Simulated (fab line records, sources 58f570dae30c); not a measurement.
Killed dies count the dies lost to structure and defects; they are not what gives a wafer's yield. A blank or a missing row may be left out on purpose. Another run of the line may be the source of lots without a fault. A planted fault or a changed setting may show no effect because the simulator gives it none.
Shared-tool check -- flow berkeleyCmos170 -- 14 lots and 42 wafers in the sample

== REASON IT WAS OPENED ==
2 of 14 lots carry a flag on the reading WELLDRIVE_OXIDE_THK at UCB170_WELLDRIVE_THK_MEAS_02. Wafers without a fault read 200.0 nm, standard deviation 2.8.
Rule: a lot gets a flag if all its wafers with a number sit over 4 standard deviations from that mean, or if no wafer of it has a number. All remaining lots are regarded as sound.

lot,measured,on,"WELLDRIVE_OXIDE_THK (nm), wafer by wafer",flag
L395,day 4 05:02,filmMetro-02,197.6 196.7 201.0,
L397,day 4 13:39,filmMetro-01,205.6 202.8 202.7,
L398,day 4 13:40,filmMetro-02,194.9 200.5 196.2,
L399,day 4 13:43,filmMetro-02,197.8 202.4 202.3,
L403,day 5 04:05,filmMetro-01,200.4 197.3 198.9,
L401,day 5 04:05,filmMetro-04,198.5 199.8 195.3,
L402,day 5 04:07,filmMetro-02,193.6 197.5 197.7,
L404,day 5 23:39,filmMetro-01,195.5 199.9 195.1,
L405,day 6 09:08,filmMetro-01,199.1 197.3 198.5,
L406,day 6 16:53,filmMetro-02,174.7 173.6 176.1,FLAGGED
L407,day 6 16:54,filmMetro-04,176.0 175.7 175.2,FLAGGED
L408,day 6 22:20,filmMetro-04,203.8 201.1 202.8,
L417,day 8 06:53,filmMetro-02,200.3 197.5 201.5,
L416,day 8 06:54,filmMetro-04,197.7 199.6 198.8,
The numbers of the flagged lots are 175.2 nm on average: -24.8 nm against the usual, or -9 standard deviations.

== WHICH TOOL RAN EACH LOT ==
The record keeps 1 process step preceding the reading, out of 331 steps on the route. Each cell gives the tool, then ch followed by the chambers the sampled wafers passed through, then the start.
lot,flag,UCB170_WELLDRIVE_OXIDATION_01
L395,,"furnace-02 ch 0, day 4 01:32"
L397,,"furnace-01 ch 0, day 4 10:09"
L398,,"furnace-01 ch 0, day 4 10:09"
L399,,"furnace-01 ch 0, day 4 10:09"
L403,,"furnace-01 ch 0, day 5 00:35"
L401,,"furnace-01 ch 0, day 5 00:35"
L402,,"furnace-01 ch 0, day 5 00:35"
L404,,"furnace-02 ch 0, day 5 20:08"
L405,,"furnace-02 ch 0, day 6 05:38"
L406,FLAGGED,"furnace-02 ch 0, day 6 13:23"
L407,FLAGGED,"furnace-02 ch 0, day 6 13:23"
L408,,"furnace-04 ch 0, day 6 18:50"
L417,,"furnace-04 ch 0, day 8 03:23"
L416,,"furnace-04 ch 0, day 8 03:23"
What is done by these steps:
- UCB170_WELLDRIVE_OXIDATION_01: target thk 199 nm, ox time 9000 s.
- UCB170_WELLDRIVE_THK_MEAS_02

== FLAGGED OVER TOTAL, TOOL BY TOOL (the gauges that took the reading come last) ==
step,tool,lots run,flagged,share of the flagged lots,sound lots run after its first flagged lot
UCB170_WELLDRIVE_OXIDATION_01,furnace-01,6,0,none,-
UCB170_WELLDRIVE_OXIDATION_01,furnace-02,5,2,all,0
UCB170_WELLDRIVE_OXIDATION_01,furnace-04,3,0,none,-
UCB170_WELLDRIVE_THK_MEAS_02,filmMetro-01,4,0,none,-
UCB170_WELLDRIVE_THK_MEAS_02,filmMetro-02,6,1,some,1 (L417)
UCB170_WELLDRIVE_THK_MEAS_02,filmMetro-04,4,1,some,"2 (L408,L416)"

== WHAT THE TABLE PERMITS ==
1 row of the table ran every flagged lot: furnace-02 at UCB170_WELLDRIVE_OXIDATION_01.
- furnace-02 at UCB170_WELLDRIVE_OXIDATION_01 ran 5 lots, 2 of them flagged. Last sound lot L405 at day 6 05:38, first flagged lot L406 at day 6 13:23; a fault beginning in between fits. Its own readings (spikeTcCentreC, spikeTcSourceC, tubeCenterTempC, tube_center_temp_C_max) fall more than 4 standard deviations out on all wafers of the flagged lots.
Just one tool remains: furnace-02 at UCB170_WELLDRIVE_OXIDATION_01.

== WHAT WAS PUT IN BY THE SIMULATOR ==
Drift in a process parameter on furnace-02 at UCB170_WELLDRIVE_OXIDATION_01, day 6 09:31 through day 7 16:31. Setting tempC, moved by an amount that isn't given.
Struck lots among those shown: L406, L407. This agrees with what the rule above found.
